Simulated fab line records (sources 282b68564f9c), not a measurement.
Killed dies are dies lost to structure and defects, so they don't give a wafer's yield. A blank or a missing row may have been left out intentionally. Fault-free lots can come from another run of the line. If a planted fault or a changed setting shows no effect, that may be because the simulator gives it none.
Split-lot experiment -- flow rit cmos -- on a route of 202 steps: 5 lots, 23 wafers read

THE SPLIT
At RIT_M1_COAT_04 (resist thk 1300 nm), the setting resist thk nm was moved away from the recipe's 1300 nm on 7 of the 23 wafers read, by -4.4% to +3.0%. The other wafers ran this setting at the recipe's value.

FROM THE SPLIT TO THE READING: what the file shows between them, 2 steps
- RIT_M1_SOFTBAKE_05: time 60 s
- RIT_M1_EXPOSE_06: exposes mask M12, target cd 2600 nm

THE READING
NOVOLAK_of_M1_COAT_04.thk nm (the simulator's own value, which no gauge read), in nm, at RIT_M1_HARDBAKE_11 (time 120 s). There is no usual value for it anywhere in the file. Average 1137 nm, standard deviation 2.4 nm, over the 16 wafers here run with the recipe.

wafer,"tool, chamber at the split","resist thk nm as run, nm",against the recipe,"NOVOLAK_of_M1_COAT_04.thk nm, nm",against lot-mates on the recipe
L077.2,"litho track-01, 0",1339,+3.0%,1168,+34
L077.3,"litho track-01, 0",1300,recipe,1135,-
L077.4,"litho track-01, 0",1339,+3.0%,1167,+33
L077.5,"litho track-01, 0",1300,recipe,1133,-
L077.6,"litho track-01, 0",1300,recipe,1134,-
L079.1,"litho track-02, 0",1280,-1.5%,1121,-16
L079.3,"litho track-02, 0",1300,recipe,1138,-
L079.4,"litho track-02, 0",1300,recipe,1139,-
L079.5,"litho track-02, 0",1300,recipe,1135,-
L079.6,"litho track-02, 0",1280,-1.5%,1120,-17
L082.1,"litho track-01, 0",1300,recipe,1140,-
L082.3,"litho track-01, 0",1300,recipe,1140,-
L082.4,"litho track-01, 0",1300,recipe,1139,-
L082.6,"litho track-01, 0",1300,recipe,1139,-
L082.5,"litho track-01, 0",1300,recipe,1141,-
L083.4,"litho track-01, 0",1300,recipe,1139,-
L083.5,"litho track-01, 0",1300,recipe,1138,-
L083.6,"litho track-01, 0",1300,recipe,1137,-
L084.2,"litho track-02, 0",1300,recipe,1136,-
L084.3,"litho track-02, 0",1243,-4.4%,1084,-51
L084.4,"litho track-02, 0",1300,recipe,1134,-
L084.5,"litho track-02, 0",1243,-4.4%,1087,-48
L084.6,"litho track-02, 0",1243,-4.4%,1085,-50

FIT RESULTS
A straight line over all 23 wafers: NOVOLAK_of_M1_COAT_04.thk nm changes by +11.3 nm for each +1% of resist thk nm; r = +0.99; the points scatter about the line by 2.6 nm.
The same after taking each lot's own level away (the mean of its wafers on the recipe; 23 wafers): +11.3 nm for each +1%; r = +1.00; scatter 1.1 nm.
The reading moves by 49 nm for the largest change in resist thk nm, on that fit.
Across the lots, their own levels run from 1134.0 to 1139.8 nm, a range of 2.4 times the standard deviation given above.
The two slopes are in agreement: the lot-to-lot level therefore moves the slope only a little.
Check: for one of the wafers moved furthest among these (-4.4%), held out of the fit, the line's prediction against its lot-mates is -48.9 nm. Against them it came out at -51 nm.

FURTHER SPLITS ON THESE WAFERS
Before the reading, these wafers also passed through other splits. Each is held against what the fit with the lots' levels taken away leaves over:
other split on the same wafers,wafers away from the commonest value,r with NOVOLAK_of_M1_COAT_04.thk nm (lot level and that fit taken away)
RIT_PSD_COAT_01 spin rpm,11,+0.29
RIT_SDANNEAL_RTA_03 time s,9,-0.05

THE WHOLE CHAIN: every reading that the file lists as answering this split, in the file's order
step,what it does,reading,change (the file's fit),r (the file's)
RIT_M1_COAT_04,resist thk 1300 nm,"NOVOLAK_of_M1_COAT_04.thk nm (the simulator's own value, which no gauge read)",+13 nm for each +1% of the setting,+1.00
RIT_M1_HARDBAKE_11,time 120 s,"NOVOLAK_of_M1_COAT_04.thk nm (the simulator's own value, which no gauge read)",+11.2 nm for each +1% of the setting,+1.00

THE FILE'S OWN FIT
NOVOLAK_of_M1_COAT_04.thk nm changes by +11.2 nm for each +1% of resist thk nm, r = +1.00.
